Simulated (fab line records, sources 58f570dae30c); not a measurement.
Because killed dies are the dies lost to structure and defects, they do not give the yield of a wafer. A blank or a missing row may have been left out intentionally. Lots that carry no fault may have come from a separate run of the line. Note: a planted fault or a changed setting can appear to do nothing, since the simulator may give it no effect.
What tool caused it? + flow berkeley-cmos170 + 14 lots with 42 wafers sampled at 4 steps, on a route of 331 steps

WHAT EACH GAUGE READ, for each wafer
UCB170_NLDD_CD_MEAS_06: the cd target is 1200 nm.
| lot  | measured     | on        | cd-nm (nm)           |
|------|--------------|-----------|----------------------|
| L649 | day 5 19:56  | cd-sem-01 | 1198.7 1200.5 1199.8 |
| L650 | day 6 07:53  | cd-sem-02 | 1201.0 1199.6 1199.1 |
| L652 | day 6 21:02  | cd-sem-01 | 1202.9 1201.7 1201.9 |
| L655 | day 6 21:16  | cd-sem-02 | 1199.2 1198.1 1200.9 |
| L653 | day 6 21:31  | cd-sem-02 | 1201.2 1199.2 1201.2 |
| L658 | day 7 21:57  | cd-sem-02 | 1200.8 1200.6 1199.2 |
| L660 | day 8 07:49  | cd-sem-02 | 1200.7 1201.9 1199.9 |
| L661 | day 8 07:57  | cd-sem-02 | 1201.5 1200.4 1200.6 |
| L662 | day 8 23:08  | cd-sem-02 | 1202.2 1201.9 1201.6 |
| L665 | day 9 11:07  | cd-sem-01 | 1199.3 1200.1 1199.0 |
| L666 | day 9 11:40  | cd-sem-02 | 1199.0 1198.7 1198.5 |
| L668 | day 10 10:16 | cd-sem-01 | 1200.1 1200.3 1200.5 |
| L669 | day 10 10:34 | cd-sem-01 | 1200.7 1199.9 1201.1 |
| L671 | day 10 18:18 | cd-sem-02 | 1202.9 1201.8 1202.0 |

UCB170_V1_OVL_MEAS_13.
| lot  | measured     | on         | V1_OVL (nm) |
|------|--------------|------------|-------------|
| L649 | day 6 20:11  | overlay-01 | -7 -7 -11   |
| L650 | day 7 11:17  | overlay-01 | 2 9 19      |
| L652 | day 8 00:53  | overlay-02 | 3 12 10     |
| L655 | day 8 00:38  | overlay-01 | 3 -1 -1     |
| L653 | day 8 01:21  | overlay-01 | -4 1 -4     |
| L658 | day 8 20:22  | overlay-02 | 2 0 3       |
| L660 | day 9 06:45  | overlay-02 | 2 14 4      |
| L661 | day 9 07:10  | overlay-01 | 8 10 9      |
| L662 | day 10 03:08 | overlay-02 | -3 -6 -1    |
| L665 | day 10 19:25 | overlay-01 | 12 4 14     |
| L666 | day 10 19:39 | overlay-01 | -2 0 -3     |
| L668 | day 11 12:16 | overlay-01 | 3 12 14     |
| L669 | day 11 12:37 | overlay-02 | 1 2 3       |
| L671 | day 11 19:10 | overlay-02 | 4 -10 -6    |

TOOL THAT RAN EACH LOT (tool first, then ch and the chambers of the sampled wafers, then the start)
| lot  | UCB170_M1_METAL_ETCH_12           | UCB170_M1_STRIP_13                   |
|------|-----------------------------------|--------------------------------------|
| L649 | rie-metal-02 ch 0,1, day 6 14:54  | plasma-asher-02 ch 0,1, day 6 15:02  |
| L650 | rie-metal-01 ch 0,1, day 7 04:46  | plasma-asher-04 ch 0,1, day 7 04:55  |
| L652 | rie-metal-01 ch 0,1, day 7 18:16  | plasma-asher-04 ch 0,1, day 7 18:23  |
| L655 | rie-metal-04 ch 0, day 7 18:04    | plasma-asher-02 ch 1, day 7 18:12    |
| L653 | rie-metal-01 ch 0,1, day 7 18:52  | plasma-asher-02 ch 0,1, day 7 19:00  |
| L658 | rie-metal-02 ch 0,1, day 8 14:44  | plasma-asher-02 ch 0,1, day 8 14:52  |
| L660 | rie-metal-01 ch 0,1, day 9 00:01  | plasma-asher-04 ch 0,1, day 9 00:08  |
| L661 | rie-metal-04 ch 0,1, day 9 01:01  | plasma-asher-03 ch 0,1, day 9 01:08  |
| L662 | rie-metal-01 ch 0,1, day 9 18:43  | plasma-asher-02 ch 0,1, day 9 18:51  |
| L665 | rie-metal-04 ch 0,1, day 10 11:29 | plasma-asher-03 ch 0,1, day 10 11:36 |
| L666 | rie-metal-02 ch 0,1, day 10 13:33 | plasma-asher-03 ch 0,1, day 10 13:41 |
| L668 | rie-metal-04 ch 0,1, day 11 04:43 | plasma-asher-03 ch 0,1, day 11 04:51 |
| L669 | rie-metal-04 ch 1, day 11 06:38   | plasma-asher-04 ch 0,1, day 11 06:46 |
| L671 | rie-metal-01 ch 0,1, day 11 13:01 | plasma-asher-04 ch 0,1, day 11 13:08 |
- UCB170_M1_METAL_ETCH_12: etches Al in Cl2/BCl3, stops on PSG, target depth 780 nm, time 130 s.
- UCB170_M1_STRIP_13: strips in O2.

AS READ BY THE TOOLS THEMSELVES (means over the sampled wafers that have a number; for cases with no such wafer, the mark the record gives instead)
UCB170_M1_METAL_ETCH_12.
| lot  | tool         | chamber-pressure-mTorr (mTorr) | drypump-motor-current-A (A) | he-backside-leak-sccm (sccm) | oes-product-au (a.u.) | throttle-valve-pct (%) |
|------|--------------|--------------------------------|-----------------------------|------------------------------|-----------------------|------------------------|
| L649 | rie-metal-02 | 11.997                         | 5.0                         | 3.20                         | 0.860                 | 24.40                  |
| L650 | rie-metal-01 | 12.004                         | 6.2                         | 3.24                         | 0.845                 | 24.26                  |
| L652 | rie-metal-01 | 11.998                         | 6.1                         | 3.39                         | 0.839                 | 24.19                  |
| L655 | rie-metal-04 | 12.009                         | 5.0                         | 3.35                         | 0.852                 | 24.53                  |
| L653 | rie-metal-01 | 12.007                         | 6.2                         | 3.32                         | 0.847                 | 24.25                  |
| L658 | rie-metal-02 | 11.988                         | 4.9                         | 3.22                         | 0.861                 | 24.30                  |
| L660 | rie-metal-01 | 12.012                         | 6.2                         | 3.26                         | 0.839                 | 24.26                  |
| L661 | rie-metal-04 | 11.995                         | 5.1                         | 3.14                         | 0.850                 | 24.38                  |
| L662 | rie-metal-01 | 12.004                         | 6.2                         | 3.27                         | 0.839                 | 24.26                  |
| L665 | rie-metal-04 | 11.999                         | 5.1                         | 3.02                         | 0.844                 | 24.39                  |
| L666 | rie-metal-02 | 12.005                         | 5.0                         | 3.22                         | 0.861                 | 24.42                  |
| L668 | rie-metal-04 | 12.001                         | 5.1                         | 3.21                         | 0.786                 | 24.42                  |
| L669 | rie-metal-04 | 11.996                         | 5.1                         | 3.10                         | 0.783                 | 24.36                  |
| L671 | rie-metal-01 | 11.999                         | 6.2                         | 3.38                         | 0.845                 | 24.26                  |

UCB170_M1_STRIP_13.
| lot  | tool            | chamber-pressure-mTorr (mTorr) | drypump-motor-current-A (A) | oes-product-au (a.u.) |
|------|-----------------|--------------------------------|-----------------------------|-----------------------|
| L649 | plasma-asher-02 | 3498                           | 5.9                         | 0.720                 |
| L650 | plasma-asher-04 | 3496                           | 5.4                         | 0.718                 |
| L652 | plasma-asher-04 | 3502                           | 5.6                         | 0.718                 |
| L655 | plasma-asher-02 | 3499                           | 4.9                         | 0.717                 |
| L653 | plasma-asher-02 | 3500                           | 5.4                         | 0.719                 |
| L658 | plasma-asher-02 | 3499                           | 5.9                         | 0.725                 |
| L660 | plasma-asher-04 | 3499                           | 5.4                         | 0.719                 |
| L661 | plasma-asher-03 | 3499                           | 5.9                         | 0.723                 |
| L662 | plasma-asher-02 | 3502                           | 5.5                         | 0.718                 |
| L665 | plasma-asher-03 | 3500                           | 5.5                         | 0.717                 |
| L666 | plasma-asher-03 | 3498                           | 5.9                         | 0.722                 |
| L668 | plasma-asher-03 | 3498                           | 5.9                         | 0.691                 |
| L669 | plasma-asher-04 | 3500                           | 5.6                         | 0.698                 |
| L671 | plasma-asher-04 | 3499                           | 5.4                         | 0.720                 |

THE ANSWER, worked out from the rows above alone
Rule: the lots themselves supply what counts as usual. Put in order of their means at a reading, lots are off if they are a third of the lots or fewer, leave a main group of 4 or more, and stand apart from it by a gap of 3 or more times the standard deviation of the main group's means; of several such gaps the widest counts. Not used: any main group whose means are identical at the precision the tables above print for the reading. Also off: a lot with no number at a reading for which 4 or more lots have one. Where the step has rows for the other lots, those lots are counted as sound. First the gauges in route order, then the tools' own readings, where a lot's mean is used as printed above. At the first step where some lot is off, the reading lying furthest off is the one used; lots without a number count as furthest.
Off: L668, L669, at UCB170_M1_METAL_ETCH_12 (oes-product-au). The main group has a mean of 0.849 a.u. with a standard deviation of 0.008.
A tool fits if, at that step or a process step before it, it ran every lot that is off, and no sound lot after the first of them. One fits: UCB170_M1_METAL_ETCH_12 on rie-metal-04. Its last sound lot is L665 (day 10 11:29), its first lot that is off L668 (day 11 04:43): a fault that began between those two fits.
On the lots that are off, the tool's own readings at UCB170_M1_METAL_ETCH_12 differ by more than 5 times the standard deviation of the sound lots' means, which bears it out; oes-product-au reads 0.784 a.u. there versus 0.849 a.u. on the sound lots.

WHAT THE SIMULATOR PUT IN
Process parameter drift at UCB170_M1_METAL_ETCH_12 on rie-metal-04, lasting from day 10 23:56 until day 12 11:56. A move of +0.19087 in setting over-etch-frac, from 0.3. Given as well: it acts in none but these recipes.
Lots struck among those shown: L668, L669. Same finding as the rule above.
